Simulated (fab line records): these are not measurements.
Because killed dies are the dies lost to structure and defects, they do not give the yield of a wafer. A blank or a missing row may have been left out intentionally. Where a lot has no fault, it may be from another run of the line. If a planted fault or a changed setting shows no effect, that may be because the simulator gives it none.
A lot that was struck, set against a sound lot | flow rit-cmos | 32 steps out of a route of 202
Sound: these wafers, L375.3, L375.4, L375.5. Wafers L387.1, L387.3, L387.6 were the ones struck. Last of all comes the cause.
Each step with rows lists, per side, the tool, then ch with its chambers, then its first start. Under that, the readings that differ: sound wafers | struck wafers | difference of the means | sigmas: that difference in standard deviations of wafers without a fault.
alike: a reading whose means differ by less than 2 such deviations, as well as words and numbers matching on both sides. not compared: withheld readings; readings where some wafer has no value; bounds like >300 that might hide an equal value; numbers whose values overlap and for which the record gives no deviation.
The two part at a step that has a row with sigmas, a row that says differs or no value, or rows on one side only. Non-overlapping numbers with no deviation appear without sigmas and do not part them. A reading missing from all wafers of one side parts the sides only when that side holds two or more wafers.

first, 2 steps without rows for these wafers: RIT_SPACER_CLEAN_02 (cleans in SC2, time 600 s); RIT_SPACER_CVD_03 (deposits Si3N4 from SiH2Cl2/NH3, target thk 250 nm, time 3300 s).
RIT_SPACER_THK_MEAS_04:
  struck on film-metro-03, day 5 17:10; sound on film-metro-03, day 3 07:22
  alike: SPACER_NITRIDE_THK
RIT_SPACER_ETCHBACK_05: etches Si3N4 in SF6/CHF3, stops on SiO2, target depth 250 nm, time 240 s.
  sound on rie-diel-01 ch 0,2, day 3 07:25; struck on rie-diel-02 ch 0,1, day 5 17:14
  alike: drypump-motor-current-A, oes-product-au, throttle-valve-pct
  not compared: rf-hours-counter-h
then, 6 steps without rows for these wafers: RIT_NSD_HMDS_00 (prime time 60 s); RIT_NSD_COAT_01 (resist thk 1000 nm); RIT_NSD_SOFTBAKE_02 (time 60 s); RIT_NSD_EXPOSE_03 (exposes mask M9, target cd 40700 nm); RIT_NSD_PEB_04; RIT_NSD_DEVELOP_05 (develop time 50 s).
RIT_NSD_OVL_MEAS_06:
  struck on overlay-02, day 5 18:14; sound on overlay-01, day 3 08:25
  alike: NSD_OVL
then, 1 step without rows for these wafers: RIT_NSD_HARDBAKE_07 (time 60 s).
RIT_NSD_IMPLANT_08:
  sound on implanter-01 ch 0, day 3 08:38; struck on implanter-02, day 5 18:25
  no value came back on the struck wafers for beam-energy-keV, beam-on-s (s), end-station-pressure-torr (Torr); on the sound wafers beam-energy-keV reads 25.008 25.012 25.008
RIT_NSD_STRIP_09: strips in O2, time 180 s.
  sound on plasma-asher-01 ch 0,1, day 3 08:48; struck on plasma-asher-03 ch 0, day 5 18:34
  reading                     | sound       | struck      | difference | sigmas
  drypump-motor-current-A (A) | 4.7 5.2 5.2 | 5.9 5.9 6.0 | +0.9       | +2
  not compared: rf-hours-counter-h
RIT_NSD_TW_MEAS_10:
  struck on film-metro-03, day 5 18:44; sound on film-metro-01, day 3 08:56
  reading | sound          | struck   | difference | sigmas
  NSD_TW  | 3138 3122 3129 | 30 30 30 | -3100      | -99 or more
then, 6 steps without rows for these wafers: RIT_PSD_HMDS_00 (prime time 60 s); RIT_PSD_COAT_01 (resist thk 1000 nm); RIT_PSD_SOFTBAKE_02 (time 60 s); RIT_PSD_EXPOSE_03 (exposes mask M10, target cd 40900 nm); RIT_PSD_PEB_04; RIT_PSD_DEVELOP_05 (develop time 50 s).
RIT_PSD_OVL_MEAS_06:
  struck on overlay-01, day 5 19:46; sound on overlay-01, day 3 09:50
  reading      | sound        | struck         | difference | sigmas
  PSD_OVL (nm) | 0.4 0.2 -0.1 | -2.0 -2.9 -2.5 | -2.6       | -2
then, 2 steps without rows for these wafers: RIT_PSD_HARDBAKE_07 (time 60 s); RIT_PSD_IMPLANT_08.
RIT_PSD_STRIP_09: strips in O2, time 180 s.
  sound on plasma-asher-03 ch 0,1, day 3 10:13; struck on plasma-asher-04 ch 0,1, day 5 20:07
  reading                     | sound          | struck         | difference | sigmas
  drypump-motor-current-A (A) | 5.82 5.93 5.94 | 5.29 5.31 5.73 | -0.45      | -2
  not compared: rf-hours-counter-h
RIT_PSD_TW_MEAS_10:
  struck on film-metro-03, day 5 20:17; sound on film-metro-04, day 3 10:22
  alike: PSD_TW
then, 3 steps without rows for these wafers: RIT_SDANNEAL_CLEAN_00 (cleans in SC1, time 600 s); RIT_SDANNEAL_CLEAN_01 (cleans in dHF, time 31.36 s); RIT_SDANNEAL_CLEAN_02 (cleans in SC2, time 600 s).
RIT_SDANNEAL_RTA_03: time 5 s.
  sound on rtp-anneal-02 ch 0, day 3 10:48; struck on rtp-anneal-02 ch 0, day 5 20:43
  alike: wafer_temp_C_max
RIT_SDANNEAL_RS_MEAS_04: a four-point-probe measurement.
  struck on film-metro-03, day 5 20:50; sound on film-metro-04, day 3 10:53
  alike: PSD_RS
RIT_SDANNEAL_RS_MEAS_05: a four-point-probe measurement.
  struck on film-metro-03, day 5 20:57; sound on film-metro-04, day 3 11:00
  reading         | sound             | struck               | difference | sigmas
  NSD_RS (ohm/sq) | 84.61 84.63 84.89 | 132.88 132.99 132.64 | +48.13     | +99 or more

## WHERE THEY PART
First at RIT_NSD_IMPLANT_08; last, within this record, at RIT_SDANNEAL_RS_MEAS_05.

WHY: what had been put in by the simulator
Skipped step whole: implanter-02, from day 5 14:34 on, at RIT_NSD_IMPLANT_08. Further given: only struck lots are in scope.
